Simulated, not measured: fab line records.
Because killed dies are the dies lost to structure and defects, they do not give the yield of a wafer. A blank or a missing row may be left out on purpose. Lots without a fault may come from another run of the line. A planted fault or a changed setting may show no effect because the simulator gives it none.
Shared-tool check -- flow berkeley_cmos170 -- 13 lots and 39 wafers in the sample

REASON IT WAS OPENED
Flagged at UCB170_NLDD_CD_MEAS_06: reading cd_nm, on 1 of 13 lots. No-fault wafers: 1199.9 nm, standard deviation 1.2.
Rule: a lot is flagged when every wafer of it that has a number lies more than 4 standard deviations from that mean, or none has a number. As for the other lots, they are considered sound.

lot,measured,on,"cd_nm (nm), wafer by wafer",flag
L309,day 7 17:28,cd_sem-01,1197.6 1199.1 1198.0,
L307,day 7 18:20,cd_sem-02,1199.9 1199.6 1200.7,
L311,day 8 02:19,cd_sem-01,1200.9 1201.4 1197.9,
L314,day 8 17:17,cd_sem-02,1200.2 1200.1 1198.8,
L316,day 9 01:25,cd_sem-02,1202.3 1201.0 1200.5,
L318,day 9 12:08,cd_sem-01,1199.8 1199.8 1199.8,
L317,day 9 13:07,cd_sem-02,1201.1 1200.2 1200.9,
L320,day 9 22:29,cd_sem-01,1200.3 1201.6 1200.8,
L321,day 9 22:43,cd_sem-01,1198.2 1199.3 1199.9,
L326,day 11 13:41,cd_sem-01,1201.0 1201.7 1200.7,
L325,day 11 14:02,cd_sem-01,960.5 960.4 960.4,FLAGGED
L328,day 11 14:38,cd_sem-01,1198.7 1197.4 1199.0,
L329,day 11 14:53,cd_sem-01,1199.8 1199.3 1198.8,
Averaged over the flagged lots the numbers come to 960.4 nm, -239.5 nm from the usual (-99 or more standard deviations).

LOT BY LOT: THE TOOL USED
Before the reading, the record contains 3 process steps out of a 331-step route. Each cell gives the tool, then ch followed by the chambers the sampled wafers passed through, then the start.
lot,flag,UCB170_NWELL_STRIP_15,UCB170_PWELL_STRIP_16,UCB170_NLDD_EXPOSE_03
L309,,"plasma_asher-01 ch 0,1, day 3 02:04","plasma_asher-02 ch 0,1, day 3 23:55","krf_scanner-02 ch 0, day 7 16:52"
L307,,"plasma_asher-04 ch 0,1, day 2 15:05","plasma_asher-01 ch 0,1, day 3 16:32","krf_scanner-01 ch 0, day 7 17:17"
L311,,"plasma_asher-01 ch 0,1, day 3 14:41","plasma_asher-01 ch 0,1, day 4 06:22","krf_scanner-02 ch 0, day 8 01:13"
L314,,"plasma_asher-01 ch 0, day 4 02:20","plasma_asher-01 ch 0,1, day 4 21:35","krf_scanner-02 ch 0, day 8 16:39"
L316,,"plasma_asher-01 ch 0,1, day 4 10:23","plasma_asher-01 ch 0,1, day 5 09:01","krf_scanner-02 ch 0, day 9 00:35"
L318,,"plasma_asher-02 ch 0,1, day 4 18:53","plasma_asher-01 ch 0,1, day 5 19:37","krf_scanner-01 ch 0, day 9 11:43"
L317,,"plasma_asher-04 ch 1, day 4 19:06","plasma_asher-01 ch 0, day 5 20:19","krf_scanner-01 ch 0, day 9 12:25"
L320,,"plasma_asher-04 ch 0,1, day 5 12:28","plasma_asher-02 ch 0,1, day 6 09:40","krf_scanner-01 ch 0, day 9 22:02"
L321,,"plasma_asher-02 ch 0,1, day 5 12:29","plasma_asher-01 ch 0,1, day 6 09:21","krf_scanner-01 ch 0, day 9 22:10"
L326,,"plasma_asher-04 ch 0,1, day 6 11:25","plasma_asher-02 ch 1, day 7 13:33","krf_scanner-02 ch 0, day 11 13:13"
L325,FLAGGED,"plasma_asher-01 ch 0,1, day 6 11:44","plasma_asher-01 ch 0,1, day 7 13:42","krf_scanner-01 ch 0, day 11 13:35"
L328,,"plasma_asher-04 ch 0,1, day 7 01:22","plasma_asher-01 ch 0,1, day 7 19:26","krf_scanner-02 ch 0, day 11 14:14"
L329,,"plasma_asher-01 ch 0,1, day 7 01:45","plasma_asher-02 ch 0,1, day 7 19:21","krf_scanner-01 ch 0, day 11 14:30"
What these steps do:
- UCB170_NWELL_STRIP_15: strips in O2.
- UCB170_PWELL_STRIP_16: strips in O2.
- UCB170_NLDD_EXPOSE_03: exposes mask NSELECT, target cd 1200 nm.
- UCB170_NLDD_CD_MEAS_06: target cd 1200 nm.

FLAGGED AGAINST TOTAL, ONE TOOL AT A TIME (gauges that did the reading follow at the end)
step,tool,lots run,flagged,share of the flagged lots,sound lots run after its first flagged lot
UCB170_NWELL_STRIP_15,plasma_asher-01,6,1,all,1 (L329)
UCB170_NWELL_STRIP_15,plasma_asher-02,2,0,none,-
UCB170_NWELL_STRIP_15,plasma_asher-04,5,0,none,-
UCB170_PWELL_STRIP_16,plasma_asher-01,9,1,all,1 (L328)
UCB170_PWELL_STRIP_16,plasma_asher-02,4,0,none,-
UCB170_NLDD_EXPOSE_03,krf_scanner-01,7,1,all,1 (L329)
UCB170_NLDD_EXPOSE_03,krf_scanner-02,6,0,none,-
UCB170_NLDD_CD_MEAS_06,cd_sem-01,9,1,all,"2 (L328,L329)"
UCB170_NLDD_CD_MEAS_06,cd_sem-02,4,0,none,-

WHAT IS ALLOWED BY THE TABLE
4 rows of the table ran every flagged lot: plasma_asher-01 at UCB170_NWELL_STRIP_15, plasma_asher-01 at UCB170_PWELL_STRIP_16, krf_scanner-01 at UCB170_NLDD_EXPOSE_03, cd_sem-01 at UCB170_NLDD_CD_MEAS_06.
- plasma_asher-01 at UCB170_NWELL_STRIP_15 ran 6 lots, 1 of them flagged. Sound lots followed the first flagged one (L329) on it, something a lasting fault affecting the whole tool could not allow.
- plasma_asher-01 at UCB170_PWELL_STRIP_16 ran 9 lots, 1 of them flagged. Sound lots followed the first flagged one (L328) on it, something a lasting fault affecting the whole tool could not allow.
- krf_scanner-01 at UCB170_NLDD_EXPOSE_03 ran 7 lots, 1 of them flagged. Sound lots followed the first flagged one (L329) on it, something a lasting fault affecting the whole tool could not allow.
- cd_sem-01 at UCB170_NLDD_CD_MEAS_06 ran 9 lots, 1 of them flagged. Sound lots followed the first flagged one (L328, L329) on it, something a lasting fault affecting the whole tool could not allow.
There is no row in the table that ran each flagged lot and no sound lot after the first.

WHAT THE SIMULATOR HAD INSERTED
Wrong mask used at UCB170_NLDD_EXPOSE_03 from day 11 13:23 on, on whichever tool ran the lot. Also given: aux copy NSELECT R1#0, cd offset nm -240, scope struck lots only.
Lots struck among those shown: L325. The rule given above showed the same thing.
